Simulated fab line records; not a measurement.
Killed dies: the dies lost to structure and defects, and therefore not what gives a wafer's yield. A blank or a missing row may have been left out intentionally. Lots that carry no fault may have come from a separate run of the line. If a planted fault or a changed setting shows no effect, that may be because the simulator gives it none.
fab line records	flow rit-cmos
[record] lots = 15	wafers = 45	last-day = 7
route steps=202 shown ACTIVE@2 PWELL@49 NRETRO@62 GATE@93 M1@202
lots that met no fault: from a run of the same line without faults
start-h: hours from the record's first day to the start of the lot's first wafer shown	wait-h: hours from the lot's prior step to this one	" the same as in the row above	L1.1+2: a row that stands for several wafers	- no value, or no start given	* or withheld: withheld	< > ~ a bound
route shown NAME@n: NAME is a module with steps in the file, n the number in the route of the first one	usual: the fault-free wafers' mean and standard deviation	same: alike in all rows	chamber/n: place in a boat	sites: each site's reading	_std_site: standard deviation of those values	_edge_site: inner sites' mean taken away from outer sites' mean	radius-mm: how far each site lies from the wafer's centre	mask NAME#n: copy n	behind: the last tool/chamber to shape the wafer	hold: why the lot went on hold/how many hours it stayed there/how the hold came to an end	device: which transistor (n, p or np) failed to switch	end of line: tests run on the same wafers once the route is complete	a step with no rows: only its recipe	killed: dies that structure and defects cost at the first sort, which is not the same as the wafer's yield	map: a wafer's dies, x killed, . not, _ none there
set.NAME: the setting that was run; set.NAME@STEP: the one run at that earlier step	model.NAME: the simulator's own value behind a step, which no gauge read
steps of the route over a sample of lots; a table a step, a row a wafer
services: from which hour (start-h, from the record's first day; less than 0 if before it) a tool's chamber was out of use, for how many hours, and why
[[steps]]
[step RIT_ACTIVE_OXIDATION_01]
[recipe] temp-c = 990.3	ambient = O2	target-thk-a = 468	ox-time-s = 3360
[usual] tube-center-temp-C = 990.29/0.085
lot.wafer	tool	chamber	start-h	wait-h	tube-center-temp-C
L706.3	furnace-04	0	10.12	0.1	990.18
L706.4	"	0	"	"	990.27
L706.5	"	0	"	"	990.41
L707.1	furnace-03	0	15.12	0.1	990.16
L707.5	"	0	"	"	990.29
L707.6	"	0	"	"	990.14
L708.1	furnace-04	0	20.12	0.1	990.15
L708.5	"	0	"	"	990.26
L708.6	"	0	"	"	990.2
L709.1	furnace-01	0	25.12	0.1	990.29
L709.2	"	0	"	"	990.43
L709.3	"	0	"	"	990.19
L709.1	furnace-01	0	28.13	1.1	990.13
L709.2	"	0	"	"	990.17
L709.3	"	0	"	"	990.26
L711.2	furnace-03	0	35.68	0.6	990.2
L711.5	"	0	"	"	990.2
L711.6	"	0	"	"	990.2
L712.2	furnace-03	0	40.12	0.1	990.03
L712.3	"	0	"	"	990.31
L712.6	"	0	"	"	990.18
L713.3	furnace-01	0	45.20	0.1	990.28
L713.5	"	0	"	"	990.38
L713.6	"	0	"	"	990.35
L713.3	furnace-01	0	47.30	0.2	990.29
L713.5	"	0	"	"	990.38
L713.6	"	0	"	"	990.35
L715.3	furnace-01	0	55.40	0.3	990.16
L715.4	"	0	"	"	990.36
L715.6	"	0	"	"	990.25
L716.1	furnace-04	0	60.12	0.1	990.29
L716.4	"	0	"	"	990.44
L716.6	"	0	"	"	990.36
L716.1	furnace-04	0	63.13	1.1	990.32
L716.4	"	0	"	"	990.29
L716.6	"	0	"	"	990.41
L721.1	furnace-04	0	85.87	0.9	990.36
L721.4	"	0	"	"	990.39
L721.5	"	0	"	"	990.24
L722.2	furnace-01	0	90.12	0.1	990.21
L722.4	"	0	"	"	990.23
L722.5	"	0	"	"	990.47
L723.3	furnace-01	0	95.12	0.1	990.17
L723.5	"	0	"	"	990.28
L723.6	"	0	"	"	990.3
L724.2	furnace-01	0	100.12	0.1	990.37
L724.3	"	0	"	"	990.28
L724.6	"	0	"	"	990.36
L725.2	furnace-03	0	105.12	0.1	990.36
L725.5	"	0	"	"	990.3
L725.6	"	0	"	"	990.38
L728.2	furnace-01	0	120.12	0.1	990.43
L728.4	"	0	"	"	990.4
L728.6	"	0	"	"	990.13
[step RIT_ACTIVE_THK_MEAS_02]
[recipe] reads = SiO2_of_ACTIVE_OXIDATION_01
[usual] ACTIVE_OXIDE_THK = 42.5/1
lot.wafer	tool	chamber	start-h	wait-h	ACTIVE_OXIDE_THK[nm]
L706.3	film-metro-03	-	12.07	0.0	46.4
L706.4	"	-	"	"	45.4
L706.5	"	-	"	"	46.0
L707.1	film-metro-01	-	17.05	0.0	41.7
L707.5	"	-	"	"	42.1
L707.6	"	-	"	"	41.6
L708.1	film-metro-02	-	22.05	0.0	42.6
L708.5	"	-	"	"	42.8
L708.6	"	-	"	"	43.4
L709.1	film-metro-01	-	30.12	0.1	65.9
L709.2	"	-	"	"	65.2
L709.3	"	-	"	"	65.9
L711.2	film-metro-03	-	37.62	0.0	43.1
L711.5	"	-	"	"	43.3
L711.6	"	-	"	"	42.4
L712.2	film-metro-03	-	42.06	0.0	43.5
L712.3	"	-	"	"	43.0
L712.6	"	-	"	"	43.2
L713.3	film-metro-01	-	49.26	0.0	62.4
L713.5	"	-	"	"	62.2
L713.6	"	-	"	"	63.4
L715.3	film-metro-02	-	57.36	0.0	42.7
L715.4	"	-	"	"	42.6
L715.6	"	-	"	"	42.2
L716.1	film-metro-02	-	65.06	0.0	68.7
L716.4	"	-	"	"	67.9
L716.6	"	-	"	"	67.0
L721.1	film-metro-02	-	87.81	0.0	43.6
L721.4	"	-	"	"	43.0
L721.5	"	-	"	"	43.3
L722.2	film-metro-02	-	92.06	0.0	41.9
L722.4	"	-	"	"	41.7
L722.5	"	-	"	"	42.4
L723.3	film-metro-03	-	97.07	0.0	42.5
L723.5	"	-	"	"	42.9
L723.6	"	-	"	"	43.2
L724.2	film-metro-03	-	102.06	0.0	41.9
L724.3	"	-	"	"	40.6
L724.6	"	-	"	"	41.4
L725.2	film-metro-02	-	107.06	0.0	42.6
L725.5	"	-	"	"	43.4
L725.6	"	-	"	"	42.2
L728.2	film-metro-03	-	122.06	0.0	42.5
L728.4	"	-	"	"	41.8
L728.6	"	-	"	"	41.6
[step RIT_PWELL_TW_MEAS_10]
[usual] PWELL_TW = 955/4.5
lot.wafer	tool	chamber	start-h	wait-h	PWELL_TW
L706.3	film-metro-03	-	23.42	0.1	947
L706.4	"	-	"	"	947
L706.5	"	-	"	"	950
L707.1	film-metro-04	-	28.38	0.1	959
L707.5	"	-	"	"	962
L707.6	"	-	"	"	958
L708.1	film-metro-02	-	33.84	0.1	954
L708.5	"	-	"	"	953
L708.6	"	-	"	"	951
L709.1	film-metro-04	-	42.13	0.1	953
L709.2	"	-	"	"	955
L709.3	"	-	"	"	955
L711.2	film-metro-02	-	48.81	0.1	948
L711.5	"	-	"	"	950
L711.6	"	-	"	"	953
L712.2	film-metro-04	-	52.56	0.1	953
L712.3	"	-	"	"	955
L712.6	"	-	"	"	954
L713.3	film-metro-04	-	64.11	0.1	958
L713.5	"	-	"	"	961
L713.6	"	-	"	"	953
L715.3	film-metro-04	-	69.02	0.1	963
L715.4	"	-	"	"	957
L715.6	"	-	"	"	958
L716.1	film-metro-02	-	78.25	0.1	966
L716.4	"	-	"	"	955
L716.6	"	-	"	"	965
L721.1	film-metro-03	-	98.19	0.1	955
L721.4	"	-	"	"	956
L721.5	"	-	"	"	946
L722.2	film-metro-02	-	102.63	0.1	964
L722.4	"	-	"	"	960
L722.5	"	-	"	"	963
L723.3	film-metro-02	-	107.79	0.1	957
L723.5	"	-	"	"	956
L723.6	"	-	"	"	952
L724.2	film-metro-04	-	113.14	0.1	955
L724.3	"	-	"	"	956
L724.6	"	-	"	"	956
L725.2	film-metro-02	-	117.55	0.1	952
L725.5	"	-	"	"	956
L725.6	"	-	"	"	955
L728.2	film-metro-04	-	132.42	0.1	952
L728.4	"	-	"	"	955
L728.6	"	-	"	"	950
[step RIT_NRETRO_STRIP_09]
[recipe] chemistry = O2	time-s = 180	resist = NOVOLAK	platen-temp-c = withheld	power-w = 500	pressure-mtorr = 4000	o2-flow-sccm = 4000
[usual] drypump-motor-current-A = 5.72/0.23
lot.wafer	tool	chamber	start-h	wait-h	drypump-motor-current-A	rf-hours-counter-h
L706.3	plasma-asher-02	1	30.15	0.1	5.88	-
L706.4	"	0	"	"	5.49	-
L706.5	"	0	"	"	5.49	-
L707.1	plasma-asher-02	0	35.20	0.1	5.52	40
L707.5	"	0	"	"	5.50	-
L707.6	"	1	"	"	5.85	-
L708.1	plasma-asher-02	1	40.60	0.1	5.85	40
L708.5	"	0	"	"	5.47	-
L708.6	"	1	"	"	5.85	-
L709.1	plasma-asher-02	0	49.23	0.1	5.48	41
L709.2	"	1	"	"	5.84	41
L709.3	"	0	"	"	5.47	-
L711.2	plasma-asher-01	1	55.63	0.1	5.68	43
L711.5	"	1	"	"	5.67	-
L711.6	"	0	"	"	5.72	-
L712.2	plasma-asher-02	0	59.42	0.1	5.46	42
L712.3	"	0	"	"	5.47	-
L712.6	"	1	"	"	5.81	-
L713.3	plasma-asher-04	0	71.62	0.1	5.49	-
L713.5	"	0	"	"	5.48	-
L713.6	"	1	"	"	6.17	-
L715.3	plasma-asher-01	0	75.97	0.1	5.73	-
L715.4	"	1	"	"	5.66	-
L715.6	"	0	"	"	5.74	-
L716.1	plasma-asher-02	0	87.22	0.1	5.50	44
L716.4	"	1	"	"	5.86	-
L716.6	"	1	"	"	5.85	-
L721.1	plasma-asher-01	1	105.11	0.1	5.69	47
L721.4	"	1	"	"	5.67	-
L721.5	"	1	"	"	5.68	-
L722.2	plasma-asher-02	1	110.31	0.1	5.83	47
L722.4	"	1	"	"	5.85	-
L722.5	"	0	"	"	5.50	-
L723.3	plasma-asher-02	1	115.45	0.1	5.87	-
L723.5	"	0	"	"	5.45	-
L723.6	"	1	"	"	5.84	-
L724.2	plasma-asher-04	0	120.15	0.1	5.50	30
L724.3	"	0	"	"	5.48	-
L724.6	"	0	"	"	5.50	-
L725.2	plasma-asher-01	0	124.37	0.1	5.72	1
L725.5	"	0	"	"	5.70	-
L725.6	"	1	"	"	5.66	-
L728.2	plasma-asher-04	0	139.24	0.1	5.49	33
L728.4	"	0	"	"	5.48	-
L728.6	"	0	"	"	5.46	-
[step RIT_GATE_OVL_MEAS_17]
[usual] GATE_OVL = -0.1/1.4
lot.wafer	tool	chamber	start-h	wait-h	GATE_OVL[nm]
L706.3	overlay-01	-	39.85	0.1	0.0
L706.4	"	-	"	"	-1.2
L706.5	"	-	"	"	-0.6
L707.1	overlay-02	-	41.86	0.1	0.2
L707.5	"	-	"	"	0.5
L707.6	"	-	"	"	0.8
L708.1	overlay-01	-	48.72	0.1	-2.9
L708.5	"	-	"	"	-3.6
L708.6	"	-	"	"	-0.4
L709.1	overlay-01	-	56.68	0.1	-0.8
L709.2	"	-	"	"	-1.4
L709.3	"	-	"	"	-2.2
L711.2	overlay-02	-	62.41	0.1	0.6
L711.5	"	-	"	"	0.1
L711.6	"	-	"	"	1.7
L712.2	overlay-01	-	66.09	0.1	0.6
L712.3	"	-	"	"	1.8
L712.6	"	-	"	"	2.5
L713.3	overlay-01	-	78.17	0.1	-0.9
L713.5	"	-	"	"	-3.4
L713.6	"	-	"	"	-1.5
L715.3	overlay-01	-	82.51	0.1	0.0
L715.4	"	-	"	"	1.3
L715.6	"	-	"	"	2.0
L716.1	overlay-01	-	96.51	0.1	3.5
L716.4	"	-	"	"	2.2
L716.6	"	-	"	"	3.1
L721.1	overlay-02	-	111.86	0.1	-0.8
L721.4	"	-	"	"	-1.8
L721.5	"	-	"	"	-0.6
L722.2	overlay-01	-	116.79	0.1	0.6
L722.4	"	-	"	"	-1.4
L722.5	"	-	"	"	-1.1
L723.3	overlay-01	-	122.71	0.1	-2.1
L723.5	"	-	"	"	-0.8
L723.6	"	-	"	"	-1.6
L724.2	overlay-02	-	127.26	0.1	-1.5
L724.3	"	-	"	"	-1.2
L724.6	"	-	"	"	-1.6
L725.2	overlay-02	-	133.24	0.1	-0.2
L725.5	"	-	"	"	-0.3
L725.6	"	-	"	"	-0.4
L728.2	overlay-02	-	146.33	0.1	0.1
L728.4	"	-	"	"	0.0
L728.6	"	-	"	"	0.9
[step RIT_M1_PROBE_99]
[usual] killed-at-front-end = 6.5/3	killed-dies = 6.6/3	killed-open = 3.4/2.2	killed-short = 3.3/1.7
[same] gross-dies = 264	killed_at_M0_to_M3 = 0	killed_at_M4_up = 0	killed-at-back-side = 0	killed-at-contacts = 0	killed-at-other = 0
lot.wafer	tool	chamber	start-h	wait-h	killed-at-front-end	killed-dies	killed-open	killed-short
L706.3	prober-01	-	60.06	0.2	4	4	2	2
L706.4	prober-01	-	60.11	0.2	5	5	1	4
L706.5	prober-01	-	60.16	0.2	2	2	1	1
L707.1	prober-02	-	61.99	0.1	3	3	2	1
L707.5	prober-02	-	62.19	0.2	9	9	4	5
L707.6	prober-02	-	62.24	0.2	8	8	3	5
L708.1	prober-01	-	68.52	0.1	4	4	2	2
L708.5	prober-01	-	68.72	0.2	7	7	4	3
L708.6	prober-01	-	68.77	0.2	4	4	0	4
L709.1	prober-02	-	78.70	0.1	5	5	2	3
L709.2	prober-02	-	78.75	0.1	12	12	3	9
L709.3	prober-02	-	78.80	0.2	9	9	3	6
L711.2	prober-02	-	83.72	0.1	14	14	8	6
L711.5	prober-02	-	83.87	0.2	5	5	4	1
L711.6	prober-02	-	83.92	0.2	5	5	2	3
L712.2	prober-01	-	86.04	0.1	4	4	2	2
L712.3	prober-01	-	86.09	0.2	6	6	2	4
L712.6	prober-01	-	86.24	0.2	3	3	1	2
L713.3	prober-02	-	99.79	0.2	2	2	2	0
L713.5	prober-02	-	99.89	0.2	3	3	3	0
L713.6	prober-02	-	99.94	0.2	2	2	2	0
L715.3	prober-02	-	103.76	0.2	15	15	12	3
L715.4	prober-02	-	103.81	0.2	6	6	4	2
L715.6	prober-02	-	103.91	0.2	7	7	4	3
L716.1	prober-01	-	119.14	0.1	11	11	6	5
L716.4	prober-01	-	119.29	0.2	6	6	1	5
L716.6	prober-01	-	119.39	0.2	15	15	8	7
L721.1	prober-02	-	131.71	0.1	2	2	1	1
L721.4	prober-02	-	131.86	0.2	2	2	0	2
L721.5	prober-02	-	131.91	0.2	3	3	2	1
L722.2	prober-01	-	138.41	0.1	6	6	2	4
L722.4	prober-01	-	138.51	0.2	5	5	2	3
L722.5	prober-01	-	138.56	0.2	5	5	0	5
L723.3	prober-02	-	143.33	0.2	11	11	4	7
L723.5	prober-02	-	143.43	0.2	7	7	1	6
L723.6	prober-02	-	143.48	0.2	6	6	1	5
L724.2	prober-01	-	147.23	0.1	3	3	1	2
L724.3	prober-01	-	147.28	0.2	7	7	4	3
L724.6	prober-01	-	147.43	0.2	4	4	1	3
L725.2	prober-02	-	153.40	0.1	8	8	7	1
L725.5	prober-02	-	153.55	0.2	9	9	4	5
L725.6	prober-02	-	153.60	0.2	6	6	4	2
L728.2	prober-01	-	168.83	0.1	6	6	3	3
L728.4	prober-01	-	168.93	0.2	4	4	3	1
L728.6	prober-01	-	169.03	0.2	6	6	2	4
// killed by level:class
L706.3 GATE:geometric-particle:short=1 REOX:geometric-particle:open=1 SPACER:geometric-particle:open=1 SPACER:geometric-particle:short=1
L706.4 SILICIDE:geometric-particle:short=2 FOX1:geometric-particle:open=1 GATE:geometric-particle:short=1 SPACER:geometric-particle:short=1
L706.5 FOX1:geometric-particle:short=1 REOX:geometric-particle:open=1
L707.1 GATE:geometric-particle:open=1 GATE:geometric-particle:short=1 SPACER:geometric-particle:open=1
L707.5 GATE:geometric-particle:open=2 SPACER:geometric-particle:short=2 FOX1:geometric-particle:short=1 GATE:geometric-particle:short=1 SPACER:geometric-particle:open=1 SILICIDE:geometric-particle:open=1 SILICIDE:geometric-particle:short=1
L707.6 GATE:geometric-particle:short=3 SPACER:geometric-particle:open=2 FOX1:geometric-particle:short=1 REOX:geometric-particle:open=1 REOX:geometric-particle:short=1
L708.1 GATE:geometric-particle:short=1 REOX:geometric-particle:open=1 SPACER:geometric-particle:open=1 SILICIDE:geometric-particle:short=1
L708.5 FOX1:geometric-particle:short=2 FOX1:geometric-particle:open=2 GATE:geometric-particle:open=1 REOX:geometric-particle:open=1 REOX:geometric-particle:short=1
L708.6 SPACER:geometric-particle:short=2 SILICIDE:geometric-particle:short=2
L709.1 FOX1:geometric-particle:open=1 FOX1:geometric-particle:short=1 FOX2:geometric-particle:short=1 FOX2:geometric-particle:open=1 GATE:geometric-particle:short=1
L709.2 GATE:geometric-particle:short=4 FOX2:geometric-particle:short=2 SPACER:geometric-particle:open=2 FOX1:geometric-particle:short=1 REOX:geometric-particle:short=1 SILICIDE:geometric-particle:open=1 SILICIDE:geometric-particle:short=1
L709.3 FOX1:geometric-particle:short=2 GATE:geometric-particle:open=2 GATE:geometric-particle:short=2 SPACER:geometric-particle:short=2 REOX:geometric-particle:open=1
L711.2 FOX2:geometric-particle:open=3 FOX2:geometric-particle:short=2 GATE:geometric-particle:open=2 SPACER:geometric-particle:open=2 SILICIDE:geometric-particle:short=2 REOX:geometric-particle:short=1 REOX:geometric-particle:open=1 SPACER:geometric-particle:short=1
L711.5 REOX:geometric-particle:open=2 SPACER:geometric-particle:short=1 FOX2:geometric-particle:open=1 GATE:geometric-particle:open=1
L711.6 REOX:geometric-particle:short=2 FOX1:geometric-particle:short=1 REOX:geometric-particle:open=1 SILICIDE:geometric-particle:open=1
L712.2 FOX2:geometric-particle:open=1 GATE:geometric-particle:short=1 REOX:geometric-particle:short=1 REOX:geometric-particle:open=1
L712.3 GATE:geometric-particle:short=2 FOX2:geometric-particle:short=1 GATE:geometric-particle:open=1 REOX:geometric-particle:short=1 REOX:geometric-particle:open=1
L712.6 FOX2:geometric-particle:short=1 GATE:geometric-particle:open=1 GATE:geometric-particle:short=1
L713.3 REOX:geometric-particle:open=2
L713.5 FOX1:geometric-particle:open=1 FOX2:geometric-particle:open=1 GATE:geometric-particle:open=1
L713.6 REOX:geometric-particle:open=2
L715.3 GATE:geometric-particle:open=5 FOX1:geometric-particle:open=3 SPACER:geometric-particle:open=2 ACTIVE:geometric-particle:open=1 FOX1:geometric-particle:short=1 GATE:geometric-particle:short=1 SILICIDE:geometric-particle:open=1 SILICIDE:geometric-particle:short=1
L715.4 GATE:geometric-particle:open=2 GATE:geometric-particle:short=2 FOX2:geometric-particle:open=1 SILICIDE:geometric-particle:open=1
L715.6 REOX:geometric-particle:open=3 GATE:geometric-particle:short=2 SPACER:geometric-particle:short=1 SILICIDE:geometric-particle:open=1
L716.1 GATE:geometric-particle:short=5 GATE:geometric-particle:open=5 SILICIDE:geometric-particle:open=1
L716.4 GATE:geometric-particle:short=2 REOX:geometric-particle:short=2 GATE:geometric-particle:open=1 SPACER:geometric-particle:short=1
L716.6 GATE:geometric-particle:open=4 FOX1:geometric-particle:short=2 GATE:geometric-particle:short=2 SPACER:geometric-particle:open=2 SILICIDE:geometric-particle:short=2 FOX1:geometric-particle:open=1 SPACER:geometric-particle:short=1 SILICIDE:geometric-particle:open=1
L721.1 REOX:geometric-particle:open=1 SILICIDE:geometric-particle:short=1
L721.4 FOX1:geometric-particle:short=1 FOX2:geometric-particle:short=1
L721.5 FOX1:geometric-particle:open=1 SPACER:geometric-particle:open=1 SILICIDE:geometric-particle:short=1
L722.2 REOX:geometric-particle:short=2 GATE:geometric-particle:short=1 REOX:geometric-particle:open=1 SILICIDE:geometric-particle:short=1 SILICIDE:geometric-particle:open=1
L722.4 GATE:geometric-particle:short=2 REOX:geometric-particle:open=1 REOX:geometric-particle:short=1 SPACER:geometric-particle:open=1
L722.5 FOX1:geometric-particle:short=2 SILICIDE:geometric-particle:short=2 GATE:geometric-particle:short=1
L723.3 GATE:geometric-particle:open=3 GATE:geometric-particle:short=2 REOX:geometric-particle:short=2 FOX2:geometric-particle:short=1 SPACER:geometric-particle:open=1 SPACER:geometric-particle:short=1 SILICIDE:geometric-particle:short=1
L723.5 GATE:geometric-particle:short=3 FOX1:geometric-particle:short=1 GATE:geometric-particle:open=1 REOX:geometric-particle:short=1 SPACER:geometric-particle:short=1
L723.6 GATE:geometric-particle:short=2 SPACER:geometric-particle:short=2 FOX1:geometric-particle:short=1 FOX2:geometric-particle:open=1
L724.2 GATE:geometric-particle:short=1 REOX:geometric-particle:open=1 SPACER:geometric-particle:short=1
L724.3 FOX1:geometric-particle:open=2 GATE:geometric-particle:open=2 GATE:geometric-particle:short=1 SPACER:geometric-particle:short=1 SILICIDE:geometric-particle:short=1
L724.6 FOX1:geometric-particle:short=1 FOX1:geometric-particle:open=1 GATE:geometric-particle:short=1 REOX:geometric-particle:short=1
L725.2 SILICIDE:geometric-particle:open=4 FOX1:geometric-particle:open=1 FOX2:geometric-particle:open=1 GATE:geometric-particle:short=1 GATE:geometric-particle:open=1
L725.5 SPACER:geometric-particle:open=3 FOX1:geometric-particle:short=1 FOX2:geometric-particle:open=1 GATE:geometric-particle:short=1 REOX:geometric-particle:short=1 SPACER:geometric-particle:short=1 SILICIDE:geometric-particle:short=1
L725.6 FOX2:geometric-particle:open=2 FOX2:geometric-particle:short=1 GATE:geometric-particle:short=1 GATE:geometric-particle:open=1 REOX:geometric-particle:open=1
L728.2 FOX1:geometric-particle:short=2 GATE:geometric-particle:open=2 FOX1:geometric-particle:open=1 FOX2:geometric-particle:short=1
L728.4 GATE:geometric-particle:open=2 GATE:geometric-particle:short=1 SPACER:geometric-particle:open=1
L728.6 FOX1:geometric-particle:short=2 FOX1:geometric-particle:open=1 FOX2:geometric-particle:short=1 GATE:geometric-particle:short=1 REOX:geometric-particle:open=1
[[services]]
tool	chamber	start-h	hours	kind
furnace-01	-	-11.59	3.9	pm
plasma-asher-04	-	-2.32	0.6	repair
furnace-01	-	20.91	3.9	pm
furnace-03	-	98.52	3.2	pm
furnace-03	-	101.69	3.0	pm
plasma-asher-01	0	117.75	-	clean
plasma-asher-01	1	117.75	-	clean
[[key]]
[first-sign] step = RIT_ACTIVE_OXIDATION_01	reading = visit	direction = added
[effect] step = RIT_ACTIVE_THK_MEAS_02	reading = ACTIVE_OXIDE_THK	direction = up	sigmas = 22	usual = 42.5	struck = 65.4
met-at RIT_ACTIVE_OXIDATION_01
struck-lots L709,L713,L716
tester-left-out L709,L713,L716
not-acting-at RIT_PWELL_TW_MEAS_10,RIT_NRETRO_STRIP_09,RIT_GATE_OVL_MEAS_17
[fault] kind = repeated-step-whole	tool = furnace-01,furnace-03,furnace-04	chamber = -	onset-h = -	steps = RIT_ACTIVE_OXIDATION_01	times = 1	scope = struck-lots-only
// tester-left-out: of these lots the tester's yield and bins aren't shown, on N5 and GAA mostly nor the transistor test; their killed dies are dies lost to structure and defects alone, not to doping, threshold or leakage, so they don't give the yield
